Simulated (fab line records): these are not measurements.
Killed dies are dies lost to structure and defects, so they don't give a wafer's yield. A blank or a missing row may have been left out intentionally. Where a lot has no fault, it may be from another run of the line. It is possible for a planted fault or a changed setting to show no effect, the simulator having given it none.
A lot that was struck, set against a sound lot / flow berkeley_cmos170 / 15 out of 331 route steps
Sound: the wafers L524.1, L524.3, L524.4. Struck: wafer L538.5. (L538.4, L538.6 of the same lot were not struck and are left out.) The cause comes at the end.
At each step with rows: each side's tool, then ch and its chambers, then its first start. Under that, the readings that differ: sound wafers / struck wafers / difference of the means / sigmas: that difference in standard deviations of wafers without a fault.
alike: readings whose means differ by less than 2 such deviations, and words and numbers that are the same on both sides. not compared: withheld readings, readings that some wafer has no value for, bounds like >300 that may hide the same value, and numbers for which the record gives no deviation and whose values overlap.
Wherever a step has rows on one side only, a row that says differs or no value, or a row with sigmas, the two part there. Numbers that don't overlap but have no deviation are shown without sigmas and don't part them. Lack of a reading on every wafer of one side parts them only where that side has two or more wafers.

UCB170_CONTACT_STRIP_06: strips in O2.
  sound on plasma_asher-03 ch 0,1, day 8 14:26; struck on plasma_asher-03 ch 0, day 11 18:52
reading=strip_time_to_endpoint_s (s); sound=21.98 21.98 21.94; struck=21.79; difference=-0.18; sigmas=-3
  alike: drypump_motor_current_A, oes_product_au
  not compared: rf_hours_counter_h
then, 1 step without rows for these wafers: UCB170_CONTACT_CLEAN_07 (cleans in SPM, time 600 s).
UCB170_CONTACT_RTA_08: time 10 s.
  sound on rtp_anneal-01 ch 0, day 8 14:42; struck on rtp_anneal-01 ch 0, day 11 19:11
  alike: lamp_power_pct, wafer_temp_C_max
then, 6 steps without rows for these wafers: UCB170_CONTACT_COAT_09; UCB170_CONTACT_COAT_10 (resist thk 900 nm); UCB170_CONTACT_SOFTBAKE_11 (time 60 s); UCB170_CONTACT_EXPOSE_12 (exposes mask CONT, target cd 700 nm); UCB170_CONTACT_PEB_13; UCB170_CONTACT_DEVELOP_14 (develop time 45 s).
UCB170_CONTACT_CD_MEAS_15 targets a cd of 700 nm.
  struck on cd_sem-02, day 11 20:08; sound on cd_sem-01, day 8 16:20
  alike: cd_nm
UCB170_CONTACT_OVL_MEAS_16:
  struck on overlay-02, day 11 20:12; sound on overlay-01, day 8 16:27
  alike: CONTACT_OVL
UCB170_CONTACT_ETCH_17: etches BARC in N2/H2.
  sound on rie_diel-02 ch 0,1, day 8 16:29; struck on rie_diel-02 ch 1, day 11 20:13
  alike: drypump_motor_current_A, oes_product_au, throttle_valve_pct
UCB170_CONTACT_ETCH_18: etches PSG in CHF3/CF4/Ar, stops on TiSi2, target depth 840 nm, time 195 s.
  sound on rie_diel-02 ch 0,1, day 8 16:00; struck on rie_diel-02 ch 1, day 11 20:00
reading=over_etch_frac; sound=0.2 0.2 0.2; struck=0.18142; difference=-0.01858; sigmas=
  alike: cf4_flow_sccm, drypump_motor_current_A, oes_product_au, throttle_valve_pct
  not compared: rf_hours_counter_h
UCB170_CONTACT_STRIP_19: strips in O2.
  sound on plasma_asher-04 ch 0,1, day 8 16:39; struck on plasma_asher-03 ch 1, day 11 20:25
  alike: drypump_motor_current_A, oes_product_au
  not compared: rf_hours_counter_h
following that, these wafers have no rows for 1 step: UCB170_M3_PROBE_99.

## WHERE THEY PART
Only at UCB170_CONTACT_STRIP_06, within this record. Later steps at which nothing parts them and some readings are alike: UCB170_CONTACT_RTA_08, UCB170_CONTACT_CD_MEAS_15, UCB170_CONTACT_OVL_MEAS_16, UCB170_CONTACT_ETCH_17, UCB170_CONTACT_ETCH_18, UCB170_CONTACT_STRIP_19.

WHY: whatever the simulator had introduced
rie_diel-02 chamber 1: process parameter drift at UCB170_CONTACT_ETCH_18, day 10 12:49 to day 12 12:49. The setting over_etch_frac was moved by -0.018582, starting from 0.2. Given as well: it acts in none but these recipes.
